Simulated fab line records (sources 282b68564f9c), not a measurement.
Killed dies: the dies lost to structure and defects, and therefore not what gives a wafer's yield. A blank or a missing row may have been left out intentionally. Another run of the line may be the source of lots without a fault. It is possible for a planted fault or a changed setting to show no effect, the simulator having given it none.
Check for tools in common | flow ritCmos | 42 wafers sampled across 14 lots

## REASON IT WAS OPENED
Of 14 lots, 2 have the reading NLDD_TW flagged at RIT_NLDD_TW_MEAS_10. Wafers without a fault read 2482, standard deviation 22.
Rule: a lot is flagged when every wafer of it that has a number lies more than 4 standard deviations from that mean, or none has a number. The other lots count as sound.

lot  | measured    | on           | NLDD_TW, wafer by wafer | flag
L647 | day 3 04:40 | filmMetro-03 | 2529 2500 2520          | 
L648 | day 3 05:08 | filmMetro-03 | 2525 2524 2521          | 
L650 | day 3 12:45 | filmMetro-04 | 2466 2460 2461          | 
L653 | day 4 02:27 | filmMetro-01 | 2482 2483 2482          | 
L654 | day 4 06:58 | filmMetro-01 | 2473 2488 2489          | 
L655 | day 4 11:22 | filmMetro-04 | 2472 2475 2474          | 
L656 | day 4 16:11 | filmMetro-01 | 2485 2473 2474          | 
L659 | day 5 08:16 | filmMetro-04 | 2451 2457 2460          | 
L661 | day 5 18:08 | filmMetro-04 | 2452 2463 2443          | 
L662 | day 6 01:02 | filmMetro-04 | 2245 2237 2243          | FLAGGED
L663 | day 6 05:17 | filmMetro-03 | 2501 2517 2502          | 
L666 | day 7 04:20 | filmMetro-04 | 2235 2241 2244          | FLAGGED
L669 | day 7 23:04 | filmMetro-04 | 2475 2482 2472          | 
L670 | day 8 02:02 | filmMetro-01 | 2467 2463 2474          | 
Average over the flagged lots: 2241; offset from the usual -241, equal to -11 standard deviations.

## TOOL THAT RAN EACH LOT
2 process steps preceding the reading are held in the record, out of 202 steps in the route. Every cell lists first the tool, next ch and the chambers used by the sampled wafers, and last the start.
lot  | flag    | RIT_NLDD_IMPLANT_08            | RIT_NLDD_STRIP_09
L647 |         | implanter-02 ch 0, day 3 04:20 | plasmaAsher-03 ch 0,1, day 3 04:29
L648 |         | implanter-01 ch 0, day 3 04:50 | plasmaAsher-02 ch 0,1, day 3 04:58
L650 |         | implanter-04 ch 0, day 3 12:26 | plasmaAsher-04 ch 0,1, day 3 12:34
L653 |         | implanter-01 ch 0, day 4 02:08 | plasmaAsher-03 ch 0,1, day 4 02:16
L654 |         | implanter-02 ch 0, day 4 06:41 | plasmaAsher-02 ch 0,1, day 4 06:50
L655 |         | implanter-01 ch 0, day 4 11:04 | plasmaAsher-03 ch 0,1, day 4 11:11
L656 |         | implanter-04 ch 0, day 4 15:52 | plasmaAsher-02 ch 0,1, day 4 16:01
L659 |         | implanter-04 ch 0, day 5 07:58 | plasmaAsher-04 ch 0,1, day 5 08:08
L661 |         | implanter-01 ch 0, day 5 17:48 | plasmaAsher-02 ch 0,1, day 5 17:57
L662 | FLAGGED | implanter-04 ch 0, day 6 00:43 | plasmaAsher-02 ch 0,1, day 6 00:52
L663 |         | implanter-01 ch 0, day 6 04:59 | plasmaAsher-03 ch 0, day 6 05:07
L666 | FLAGGED | implanter-04 ch 0, day 7 04:00 | plasmaAsher-02 ch 0,1, day 7 04:09
L669 |         | implanter-02 ch 0, day 7 22:47 | plasmaAsher-03 ch 0,1, day 7 22:55
L670 |         | implanter-01 ch 0, day 8 01:42 | plasmaAsher-02 ch 0,1, day 8 01:51
What the steps here do:
- RIT_NLDD_IMPLANT_08
- RIT_NLDD_STRIP_09: strips in O2, time 180 s.
- RIT_NLDD_TW_MEAS_10

## FLAGGED OVER TOTAL, TOOL BY TOOL (the gauges that took the reading come last)
step                | tool           | lots run | flagged | share of the flagged lots | sound lots run after its first flagged lot
RIT_NLDD_IMPLANT_08 | implanter-01   | 6        | 0       | none                      | -
RIT_NLDD_IMPLANT_08 | implanter-02   | 3        | 0       | none                      | -
RIT_NLDD_IMPLANT_08 | implanter-04   | 5        | 2       | all                       | 0
RIT_NLDD_STRIP_09   | plasmaAsher-02 | 7        | 2       | all                       | 1 (L670)
RIT_NLDD_STRIP_09   | plasmaAsher-03 | 5        | 0       | none                      | -
RIT_NLDD_STRIP_09   | plasmaAsher-04 | 2        | 0       | none                      | -
RIT_NLDD_TW_MEAS_10 | filmMetro-01   | 4        | 0       | none                      | -
RIT_NLDD_TW_MEAS_10 | filmMetro-03   | 3        | 0       | none                      | -
RIT_NLDD_TW_MEAS_10 | filmMetro-04   | 7        | 2       | all                       | 1 (L669)

## WHAT THE TABLE ALLOWS
All flagged lots were run by 3 table rows, namely implanter-04 at RIT_NLDD_IMPLANT_08, plasmaAsher-02 at RIT_NLDD_STRIP_09, filmMetro-04 at RIT_NLDD_TW_MEAS_10.
- implanter-04 at RIT_NLDD_IMPLANT_08 ran 5 lots, 2 of them flagged. Its last sound lot is L659 (day 5 07:58), its first flagged lot L662 (day 6 00:43): a fault that began between those two fits. Its own readings (tiltDeg) fall more than 4 standard deviations out on all wafers of the flagged lots.
- plasmaAsher-02 at RIT_NLDD_STRIP_09 ran 7 lots, 2 of them flagged. Sound lots followed the first flagged one (L670) on it, something a lasting fault affecting the whole tool could not allow.
- filmMetro-04 at RIT_NLDD_TW_MEAS_10 ran 7 lots, 2 of them flagged. Sound lots followed the first flagged one (L669) on it, something a lasting fault affecting the whole tool could not allow.
One tool is left: implanter-04 at RIT_NLDD_IMPLANT_08.

## WHAT THE SIMULATOR HAD PUT IN
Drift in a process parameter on implanter-04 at RIT_NLDD_IMPLANT_08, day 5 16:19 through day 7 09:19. A move of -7 in setting tiltDeg, from 7. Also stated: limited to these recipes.
Shown lots that were struck: L662, L666. The same result came from the rule above.
